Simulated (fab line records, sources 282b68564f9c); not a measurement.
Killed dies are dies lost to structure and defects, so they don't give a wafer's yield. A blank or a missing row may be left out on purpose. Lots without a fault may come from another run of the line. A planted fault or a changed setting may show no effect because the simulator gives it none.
A struck lot beside a sound one | flow rit_cmos | 20 steps out of a route of 202
Sound: wafers L925.3, L925.5, L925.6. Struck: wafers L930.1, L930.2, L930.6. The cause comes at the end.
At each step with rows: each side's tool, then ch and its chambers, then its first start. Under that, the readings that differ: sound wafers | struck wafers | difference of the means | sigmas: that difference in standard deviations of wafers without a fault.
alike: readings whose means differ by less than 2 such deviations, and words and numbers that are the same on both sides. not compared: withheld readings, readings that some wafer has no value for, bounds like >300 that may hide the same value, and numbers for which the record gives no deviation and whose values overlap.
The two part at a step that has a row with sigmas, a row that says differs or no value, or rows on one side only. Numbers that don't overlap but have no deviation are shown without sigmas and don't part them. A reading that every wafer of one side lacks parts them only if that side has two wafers or more.

first, 2 steps without rows for these wafers: RIT_NWELL_HARDBAKE_07 (time 120 s); RIT_NWELL_IMPLANT_08.
RIT_NWELL_STRIP_09: strips in O2, time 180 s.
  sound on plasma_asher-04 ch 0,1, day 3 03:24; struck on plasma_asher-02 ch 0,1, day 4 07:32
  alike: drypump_motor_current_A
  not compared: rf_hours_counter_h
RIT_NWELL_TW_MEAS_10:
  sound on film_metro-01, day 3 03:32; struck on film_metro-04, day 4 07:43
  alike: NWELL_TW
then, 6 steps without rows for these wafers: RIT_PWELL_HMDS_00 (prime time 60 s); RIT_PWELL_COAT_01 (resist thk 1300 nm); RIT_PWELL_SOFTBAKE_02 (time 60 s); RIT_PWELL_EXPOSE_03 (exposes mask M3, target cd 43700 nm); RIT_PWELL_PEB_04; RIT_PWELL_DEVELOP_05 (develop time 68 s).
RIT_PWELL_OVL_MEAS_06:
  sound on overlay-01, day 3 04:28; struck on overlay-01, day 4 08:46
  alike: PWELL_OVL
then, 1 step without rows for these wafers: RIT_PWELL_HARDBAKE_07 (time 120 s).
RIT_PWELL_IMPLANT_08:
  sound on implanter-03 ch 0, day 3 04:47; struck on implanter-01 ch 0, day 4 09:04
  reading            | sound                         | struck                          | difference  | sigmas
  dose_ions_cm2      | 6.995e+13 6.993e+13 6.984e+13 | 1.3393e+14 1.3388e+14 1.338e+14 | +6.3963e+13 | +99 or more
  faraday_current_uA | 215 230 216                   | 426 430 445                     | +213        | +44
RIT_PWELL_STRIP_09: strips in O2, time 180 s.
  sound on plasma_asher-01 ch 0,1, day 3 04:57; struck on plasma_asher-02 ch 0,1, day 4 09:13
  alike: drypump_motor_current_A
  not compared: rf_hours_counter_h
RIT_PWELL_TW_MEAS_10:
  sound on film_metro-01, day 3 05:05; struck on film_metro-02, day 4 09:23
  reading  | sound       | struck         | difference | sigmas
  PWELL_TW | 951 948 948 | 1189 1189 1187 | +239       | +27
then, 1 step without rows for these wafers: RIT_WELLDRIVE_ANNEAL_00 (time 14700 s).
RIT_WELLDRIVE_RS_MEAS_01: measures by four-point-probe.
  sound on film_metro-02, day 3 14:28; struck on film_metro-04, day 4 15:08
  alike: NWELL_RS
RIT_WELLDRIVE_RS_MEAS_02: measures by four-point-probe.
  sound on film_metro-02, day 3 14:35; struck on film_metro-04, day 4 15:16
  reading           | sound             | struck            | difference | sigmas
  PWELL_RS (ohm/sq) | 427.6 429.2 429.0 | 288.6 288.7 289.2 | -139.8     | -99 or more
then, 1 step without rows for these wafers: RIT_NRETRO_HMDS_00 (prime time 60 s).
RIT_M1_PROBE_99:
  sound on prober-01, day 4 21:24; struck on prober-02, day 6 00:28
  reading                             | sound             | struck            | difference | sigmas
  model.etest.nmos_0p3.r_on_ohm_um    | 2125 2084 2174    | 2798 2769 2771    | +652       |
  model.etest.nmos_0p15.r_on_ohm_um   | 1114 1100 1167    | 1327 1280 1298    | +175       |
  model.etest.nmos_0p15.drive_ua_um   | 463.3 477.2 466.2 | 327.3 347.9 340.1 | -130.5     |
  model.etest.pwell_pinched.rs_ohm_sq | 456.4 462.6 472.2 | 296 298.6 294.9   | -167       |
  model.etest.nmos_turned.drive_ua_um | 320.5 330.4 326.1 | 183.1 188 185.2   | -140.2     |
  model.etest.pwell.rs_ohm_sq         | 414.6 415.5 422   | 275.8 276 272.9   | -142.5     |
  model.etest.nmos_narrow.drive_ua_um | 233.3 238.2 232.6 | 137.7 140.8 138.6 | -95.7      |
  model.etest.nmos_0p3.drive_ua_um    | 230.3 235.6 229.4 | 137.1 141.7 138.8 | -92.6      |
  alike: killed_at_contacts, killed_at_front_end, killed_dies, killed_open, killed_short

WHERE THEY PART
First at RIT_PWELL_IMPLANT_08; last, within this record, at RIT_WELLDRIVE_RS_MEAS_02. Later steps at which nothing parts them and some readings are alike: RIT_M1_PROBE_99.

WHY: what the simulator had put in
Process parameter drift: implanter-01, from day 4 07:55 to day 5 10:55, at RIT_PWELL_IMPLANT_08. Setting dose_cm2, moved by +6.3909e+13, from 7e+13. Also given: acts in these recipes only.
